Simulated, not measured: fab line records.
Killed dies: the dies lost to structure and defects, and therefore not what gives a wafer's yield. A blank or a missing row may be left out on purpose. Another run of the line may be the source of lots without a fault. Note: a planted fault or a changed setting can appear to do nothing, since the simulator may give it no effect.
Problem report, 8D (eight disciplines) form, completed by code	flow berkeleyCmos170	the parts of the form that need people (team, actions taken, sign-off) are left out

1. THE ISSUE
Mean PLDD_TW at UCB170_PLDD_TW_MEAS_11: 1403 over 6 wafers in 2 lots; fault-free wafers: 1011, standard deviation 7.9. Relative to the usual mean, that is a shift of +50 standard deviations.
First observed at day 8 05:25: wafer L105.1, on filmMetro-03. Wafers with a number at this step in the record: 30, from 10 lots. Rule for "out" (also "out of limits"): further than 4 standard deviations from the usual mean. The rest of the wafers with a number are treated as sound.

2. WHAT IT IS, WHAT IT ISN'T
question	is	is not
which readings at this step	PLDD_TW	-
which lots	L105, L109	L103, L104, L112, L117, L118, L121, L998, L999
which wafers of those lots	all that have a number	-
read on which gauges	filmMetro-03	filmMetro-01, filmMetro-04
when	from day 8 05:25	up to then (12 sound wafers); but 12 sound wafers of L112, L117, L118, L121 came after

3. WHAT RULES OUT EACH SUSPECT
Counting: a tool at a process step up to the reading stays a suspect if it ran every lot that is out and no sound lot after the first of them.
- the gauge at UCB170_PLDD_TW_MEAS_11 has been ruled out. All the wafers that are out were read on filmMetro-03, but those of them that UCB170_PLDD_IMPLANT_08 has rows for are out there too, on other tools.
- implanter-04 at UCB170_PLDD_IMPLANT_08: kept. It ran every lot that is out, first L105 (day 8 05:01), and no sound lot after that; its last sound lot up to then is L999 (day 6 17:47). Out on those wafers are its own readings of beamOnS, doseIonsCm2, faradayCurrentUA.
After counting, what remains is implanter-04 at UCB170_PLDD_IMPLANT_08.

4. THE CAUSE (what the simulator had put in)
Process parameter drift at UCB170_PLDD_IMPLANT_08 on implanter-04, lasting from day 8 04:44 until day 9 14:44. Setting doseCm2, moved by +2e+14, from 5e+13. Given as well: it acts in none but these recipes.
This tool alone remained once counting was done.

5. THE EFFECT CHAIN, in route order
Rows list readings where the struck wafers' mean (over those with a number) sits beyond 3 standard deviations from the usual. Readings are gone through only where the record gives a usual standard deviation; hours: the median, over the lots, of the time from a lot's start at the first step in this table giving one to that lot's start at this step; sigmas: the change measured in usual standard deviations.
hours	step	reading	usual	on struck wafers	change	sigmas
0	UCB170_PLDD_IMPLANT_08	beamOnS	10.00 s	40.35	+30.35	+99 or more
0	UCB170_PLDD_IMPLANT_08	doseIonsCm2	5e+13	2e+14	+2e+14	+99 or more
0	UCB170_PLDD_IMPLANT_08	faradayCurrentUA	159	196	+37	+12
0	UCB170_PLDD_TW_MEAS_11	PLDD_TW	1011	1403	+392	+50
17	UCB170_SDANNEAL_RS_MEAS_04	PLDD_RS	1032 ohm/sq	462	-570	-99 or more
Its process steps:
- UCB170_PLDD_IMPLANT_08

6. HOW IT WOULD HAVE BEEN CAUGHT EARLIER
In this record the first reading out of limits at a measuring or inspecting step was taken at day 8 05:25, 1 hour after the fault began at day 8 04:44.
At UCB170_PLDD_IMPLANT_08, the tool's own readings (beamOnS, doseIonsCm2, faradayCurrentUA) were out on each struck wafer the step has a row for, so an alarm limit on them would have fired on the first such wafer.
L109, from the lots that are out (2), started UCB170_PLDD_IMPLANT_08 on implanter-04 later than day 8 05:25. A tool hold placed at that time would have kept it from harm.
